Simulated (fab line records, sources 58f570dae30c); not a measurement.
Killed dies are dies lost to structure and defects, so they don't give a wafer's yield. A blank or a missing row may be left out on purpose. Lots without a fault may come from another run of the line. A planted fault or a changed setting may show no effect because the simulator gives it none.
One fault seen from 2 desks | flow berkeley_cmos170 | each desk has only its own numbers; what lay behind them comes last

THE TOOL OWNER'S DESK: lpcvd-02
The tool's own readings at UCB170_CONTACT_CVD_01 (deposits PSG from SiH4/O2/PH3, target thk 700 nm, time 2820 s): means of the sampled wafers that have a number, for each lot that ran on this tool. A lot is out of limits, marked OUT, if its mean lies more than 4 standard deviations from the usual mean; the brackets give that distance.
Columns: A = ph3_flow_sccm at UCB170_CONTACT_CVD_01, usual 25.00 sccm; B = pressure_mtorr at UCB170_CONTACT_CVD_01, usual 299.9 mTorr
lot  | first seen here | A               | B
L887 | day 8 06:47     | 25.00           | 299.0
L892 | day 8 22:50     | 24.96           | 299.9
L893 | day 9 06:07     | 20.12 (-66) OUT | 299.9
L894 | day 9 07:53     | 20.03 (-67) OUT | 300.4
This desk's finding: out of limits on L893, L894; first on L893, day 9 06:07 (ph3_flow_sccm at UCB170_CONTACT_CVD_01). In limits: L887, L892.

THE METROLOGY DESK
What the gauges read, lot by lot, whatever tool the lot ran on: means of the sampled wafers that have a number. A lot is out of limits, marked OUT, if its mean lies more than 4 standard deviations from the usual mean; the brackets give that distance.
Columns: A = CONTACT_PSG_THK at UCB170_CONTACT_THK_MEAS_02, usual 701 nm
lot  | first seen here | A
L882 | day 7 06:17     | 696
L881 | day 7 06:18     | 701
L883 | day 7 09:52     | 706
L885 | day 7 20:40     | 703
L884 | day 7 20:41     | 713
L888 | day 8 08:29     | 701
L887 | day 8 08:35     | 698
L889 | day 8 11:10     | 705
L892 | day 9 00:37     | 702
L893 | day 9 07:53     | 676
L894 | day 9 09:42     | 689
L901 | day 11 06:46    | 692
L904 | day 11 18:28    | 706
L903 | day 11 18:29    | 698
This desk's finding: nothing out of limits on any of the 14 lots.

PUT TOGETHER
The tool owner's desk could have raised an alarm at day 9 06:07, on L893, L894.
The metrology desk saw nothing out of limits.
The metrology desk has L893, L894 on record, within its limits.
Of the lots named, all ran UCB170_CONTACT_CVD_01 on lpcvd-02.

WHAT THE SIMULATOR HAD PUT IN
Process parameter drift: lpcvd-02, from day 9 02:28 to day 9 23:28, at UCB170_CONTACT_CVD_01. Setting ph3_flow_sccm, moved by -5, from 25.
Lots struck among those shown: L893, L894.
Hours from the fault's start to each desk's first reading out of limits: the tool owner's desk, 4.
